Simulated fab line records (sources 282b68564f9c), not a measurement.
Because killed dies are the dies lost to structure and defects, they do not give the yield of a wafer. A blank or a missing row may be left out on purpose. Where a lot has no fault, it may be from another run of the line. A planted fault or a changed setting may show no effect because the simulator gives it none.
The tool behind it: which one?    flow rit cmos    14 lots (42 wafers sampled), 1 step of a 202-step route

== WHAT THE GAUGES READ, wafer by wafer ==
No reading from a measuring or inspecting step in the record can be judged against a usual standard deviation.

== TOOL THAT RAN EACH LOT (tool first, then ch and the chambers of the sampled wafers, then the start) ==
lot   RIT_ACTIVE_ETCH_13
L764  rie diel-02 ch 0,1,3, day 1 17:15
L765  rie diel-03 ch 0,3, day 1 20:11
L766  rie diel-03 ch 0,1,2, day 2 01:31
L768  rie diel-03 ch 1,3, day 2 11:07
L769  rie diel-04 ch 1,2,3, day 2 15:54
L770  rie diel-03 ch 0,2, day 2 20:50
L771  rie diel-04 ch 1,3, day 3 03:54
L772  rie diel-03 ch 0,2,3, day 3 07:23
L778  rie diel-03 ch 1,2,3, day 4 15:10
L781  rie diel-03 ch 1,3, day 5 04:31
L783  rie diel-04 ch 0,2, day 5 13:43
L785  rie diel-02 ch 2,3, day 6 00:46
L786  rie diel-02 ch 1,2,3, day 6 05:16
L787  rie diel-04 ch 0,1,3, day 6 09:43
- RIT_ACTIVE_ETCH_13: etches Si3N4 in SF6, stops on SiO2, time 210 s, target depth 210 nm.

== AS READ BY THE TOOLS THEMSELVES (means over the sampled wafers that have a number; for cases with no such wafer, the mark the record gives instead) ==
RIT_ACTIVE_ETCH_13.
lot   tool         SF6_flow_sccm (sccm)  drypump motor current A (A)  oes product au (a.u.)  throttle valve pct (%)
L764  rie diel-02  199.7                 5.9                          0.823                  7.41
L765  rie diel-03  199.9                 5.8                          0.823                  7.46
L766  rie diel-03  200.8                 5.9                          0.834                  7.51
L768  rie diel-03  200.3                 5.9                          0.824                  7.44
L769  rie diel-04  200.5                 5.8                          0.822                  7.39
L770  rie diel-03  200.1                 5.9                          0.829                  7.49
L771  rie diel-04  200.0                 5.8                          0.835                  7.41
L772  rie diel-03  199.5                 5.9                          0.816                  7.42
L778  rie diel-03  200.3                 5.9                          0.790                  7.41
L781  rie diel-03  200.3                 5.9                          0.794                  7.43
L783  rie diel-04  200.5                 5.7                          0.810                  7.38
L785  rie diel-02  200.2                 6.0                          0.827                  7.30
L786  rie diel-02  199.3                 6.1                          0.828                  7.35
L787  rie diel-04  200.0                 5.8                          0.820                  7.50

== THE ANSWER, worked out from the rows above alone ==
Rule: the usual values come from the lots themselves. Put in order of their means at a reading, lots are off if they are a third of the lots or fewer, leave a main group of 4 or more, and stand apart from it by a gap of 3 or more times the standard deviation of the main group's means; of several such gaps the widest counts. Not used: any main group whose means are identical at the precision the tables above print for the reading. A lot without any number at a reading at which 4 lots or more have one is off too. Where the step has rows for the other lots, those lots are counted as sound. First the gauges in route order, then the tools' own readings, where a lot's mean is used as printed above. The first step at which some lot is off is used, and at that step the reading that is off furthest; a lot without a number counts as furthest.
No lot is off on any of the readings shown, so nothing can be concluded from this.

== WHAT HAD BEEN PUT IN BY THE SIMULATOR ==
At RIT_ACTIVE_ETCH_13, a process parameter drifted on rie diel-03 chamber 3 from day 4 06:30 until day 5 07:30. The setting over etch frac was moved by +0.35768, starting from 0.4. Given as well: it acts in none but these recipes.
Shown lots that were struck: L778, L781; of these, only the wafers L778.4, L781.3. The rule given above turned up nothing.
